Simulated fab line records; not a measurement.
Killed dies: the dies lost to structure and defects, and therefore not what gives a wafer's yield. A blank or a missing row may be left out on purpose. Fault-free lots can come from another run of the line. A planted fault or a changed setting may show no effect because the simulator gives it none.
2 desks looking at one fault    flow rit_cmos    every desk sees just its own numbers, and what lay behind them comes last

TOOL OWNER'S DESK, pvd_sputter-04
The tool's own readings at RIT_SILICIDE_SPUTTER_01 (material Ti, target thk 30 nm, time 240 s): means of the sampled wafers that have a number, for each lot that ran on this tool. If a lot's mean is further than 4 standard deviations from the usual mean, the lot is out of limits and carries the mark OUT (the distance appears in the brackets).
Columns: A = chamber_pressure_pa at RIT_SILICIDE_SPUTTER_01, usual 0.6670 Pa; B = throttle_valve_pct at RIT_SILICIDE_SPUTTER_01, usual 30.0 %
lot   first seen here  A                  B
L946  day 3 16:27      0.6660             29.3
L953  day 5 05:22      0.6663             29.8
L961  day 6 19:32      0.6587 (-5.9) OUT  29.9
This desk's verdict: out of limits on L961, starting with L961 at day 6 19:32 (chamber_pressure_pa at RIT_SILICIDE_SPUTTER_01). L946, L953 stayed within limits.

METROLOGY DESK
Means of the sampled wafers that have a number, per lot and without regard to the tool the lot ran on: this is what the gauges read. If a lot's mean is further than 4 standard deviations from the usual mean, the lot is out of limits and carries the mark OUT (the distance appears in the brackets).
Columns: A = cd_nm at RIT_GATE_CD_MEAS_16, usual 150.6 nm; B = SILICIDE_TI_RS at RIT_SILICIDE_RS_MEAS_02, usual 48.0 ohm/sq
lot   first seen here  A      B
L943  day 2 13:46      151.1  48.3
L944  day 2 18:39      149.8  48.5
L945  day 2 22:55      151.9  49.5
L946  day 3 03:12      152.1  48.7
L947  day 3 09:43      150.4  46.5
L948  day 3 14:14      151.0  47.8
L951  day 4 05:32      149.3  48.2
L953  day 4 15:40      152.7  47.7
L956  day 5 06:13      150.8  48.3
L961  day 6 06:07      155.9  46.6
L962  day 6 11:43      155.0  48.2
L964  day 6 20:58      151.5  48.0
L966  day 7 07:11      152.8  47.5
This desk's verdict: no lot among the 13 shows anything out of limits.

ALL TOGETHER
An alarm could have come from the tool owner's desk at day 6 19:32, on L961.
At the metrology desk, nothing out of limits was observed.
The metrology desk has L961 on record, within its limits.
The lots listed all ran RIT_SILICIDE_SPUTTER_01 on pvd_sputter-04.

WHAT THE SIMULATOR HAD PUT IN
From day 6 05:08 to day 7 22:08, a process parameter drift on pvd_sputter-04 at RIT_SILICIDE_SPUTTER_01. A move of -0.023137 in setting chamber_pressure_pa, from 0.667. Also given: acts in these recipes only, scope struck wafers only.
Struck lots among those shown: L961.
How many hours passed from the start of the fault until each desk's first out-of-limits reading: the tool owner's desk, 14.
